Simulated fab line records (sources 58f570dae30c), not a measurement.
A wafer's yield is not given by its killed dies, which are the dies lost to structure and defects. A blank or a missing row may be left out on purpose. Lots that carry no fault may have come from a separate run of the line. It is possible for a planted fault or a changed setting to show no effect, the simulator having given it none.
Which of the tools did it? -- flow berkeleyCmos170 -- 14 lots with 42 wafers sampled at 3 steps, on a route of 331 steps

## WHAT EACH GAUGE READ, for each wafer
UCB170_PLDD_TW_MEAS_11. Usual: PLDD_TW 1014, standard deviation 10.
lot,measured,on,PLDD_TW,flag
L567,day 7 14:40,filmMetro-02,1016 1010 1011,
L569,day 7 22:11,filmMetro-01,1000 1002 998,
L568,day 7 22:40,filmMetro-01,1002 999 1003,
L572,day 8 07:37,filmMetro-04,1013 1019 1014,
L570,day 8 07:47,filmMetro-01,999 1001 1000,
L571,day 8 08:21,filmMetro-04,1017 1013 1023,
L573,day 8 08:31,filmMetro-01,1008 1003 998,
L575,day 9 10:34,filmMetro-01,1002 1002 1000,
L574,day 9 10:53,filmMetro-04,1026 1022 1020,
L577,day 10 02:19,filmMetro-01,1009 1011 1012,
L578,day 10 02:24,filmMetro-04,1023 1023 1024,
L576,day 10 02:28,filmMetro-04,1022 1021 1022,
L583,day 10 12:59,filmMetro-04,943 944 945,OFF
L585,day 11 08:09,filmMetro-04,950 950 954,OFF

UCB170_SDANNEAL_RS_MEAS_04: measures by four-point-probe. Usual: PLDD_RS 1031.8 ohm/sq, standard deviation 2.4.
lot,measured,on,PLDD_RS (ohm/sq),flag
L567,day 8 06:04,filmMetro-01,1031.1 1032.5 1032.7,
L569,day 8 14:11,filmMetro-01,1033.6 1035.4 1037.2,
L568,day 8 13:43,filmMetro-01,1029.8 1029.3 1031.5,
L572,day 8 22:22,filmMetro-04,1035.7 1034.1 1029.6,
L570,day 8 21:27,filmMetro-01,1034.2 1035.2 1033.7,
L571,day 8 21:56,filmMetro-02,1032.3 1031.0 1031.8,
L573,day 8 21:38,filmMetro-04,1031.3 1034.0 1034.8,
L575,day 10 01:59,filmMetro-01,1036.0 1034.1 1030.2,
L574,day 10 02:12,filmMetro-04,1029.2 1028.8 1029.4,
L577,day 10 15:04,filmMetro-01,1027.2 1031.3 1028.3,
L578,day 10 15:42,filmMetro-02,1026.9 1029.5 1031.2,
L576,day 10 16:11,filmMetro-01,1031.0 1029.6 1032.0,
L583,day 11 06:44,filmMetro-04,1254.7 1253.0 1253.1,OFF
L585,day 11 21:55,filmMetro-04,1252.5 1254.5 1254.0,OFF

## TOOL THAT RAN EACH LOT (tool first, then ch and the chambers of the sampled wafers, then the start)
lot,UCB170_PLDD_IMPLANT_08
L567,"implanter-02 ch 0, day 7 14:18"
L569,"implanter-02 ch 0, day 7 21:49"
L568,"implanter-01 ch 0, day 7 22:17"
L572,"implanter-03 ch 0, day 8 07:13"
L570,"implanter-02 ch 0, day 8 07:23"
L571,"implanter-01 ch 0, day 8 07:59"
L573,"implanter-03 ch 0, day 8 08:07"
L575,"implanter-02 ch 0, day 9 10:11"
L574,"implanter-03 ch 0, day 9 10:31"
L577,"implanter-01 ch 0, day 10 01:36"
L578,"implanter-03 ch 0, day 10 01:49"
L576,"implanter-01 ch 0, day 10 01:56"
L583,"implanter-02 ch 0, day 10 12:38"
L585,"implanter-02 ch 0, day 11 07:45"
- UCB170_PLDD_IMPLANT_08

## AS READ BY THE TOOLS THEMSELVES (means over the sampled wafers that have a number; for cases with no such wafer, the mark the record gives instead)
UCB170_PLDD_IMPLANT_08. Usual: doseIonsCm2 5e+13, standard deviation 6e+10; faradayCurrentUA 159, standard deviation 3.
lot,tool,doseIonsCm2,faradayCurrentUA,flag
L567,implanter-02,5e+13,160,
L569,implanter-02,5e+13,160,
L568,implanter-01,5e+13,158,
L572,implanter-03,5e+13,161,
L570,implanter-02,5e+13,158,
L571,implanter-01,5e+13,159,
L573,implanter-03,5e+13,163,
L575,implanter-02,5e+13,157,
L574,implanter-03,5e+13,159,
L577,implanter-01,5e+13,155,
L578,implanter-03,5e+13,159,
L576,implanter-01,5e+13,158,
L583,implanter-02,3e+13,91,OFF
L585,implanter-02,3e+13,90,OFF

## THE ANSWER, worked out from the rows above alone
Rule: take the mean of a lot's wafers that have a number; if it is more than 3 standard deviations from the usual mean, the lot is off. Also off: a lot with no number at a reading for which 4 or more lots have one. The other lots that the step has rows for count as sound. First the gauges in route order, then the tools' own readings, where a lot's mean is used as printed above. The first step at which some lot is off is used, and at that step the reading that is off furthest; a lot without a number counts as furthest.
Off: L583, L585, seen at UCB170_PLDD_TW_MEAS_11 (PLDD_TW).
A tool fits if, at a process step before that reading, it ran every lot that is off, and no sound lot after the first of them. Not tried: the gauges at UCB170_PLDD_TW_MEAS_11; whatever is off there is also off at UCB170_PLDD_IMPLANT_08, on other tools, and gauge error can't account for it. One fits: implanter-02 at UCB170_PLDD_IMPLANT_08. A fault onset in the window from L575 (day 9 10:11, its last sound lot) to L583 (day 10 12:38, its first lot off) fits.
The tool's own readings at UCB170_PLDD_IMPLANT_08 bear it out: on the lots that are off they differ by more than 5 times the standard deviation of the sound lots' means. doseIonsCm2 reads 3e+13 there against 5e+13 on the sound lots; faradayCurrentUA reads 90 there against 159 on the sound lots.

## WHAT THE SIMULATOR HAD INSERTED
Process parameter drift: implanter-02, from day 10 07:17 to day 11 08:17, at UCB170_PLDD_IMPLANT_08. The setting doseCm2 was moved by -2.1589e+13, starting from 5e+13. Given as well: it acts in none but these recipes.
Lots struck among those shown: L583, L585. The rule given above showed the same thing.
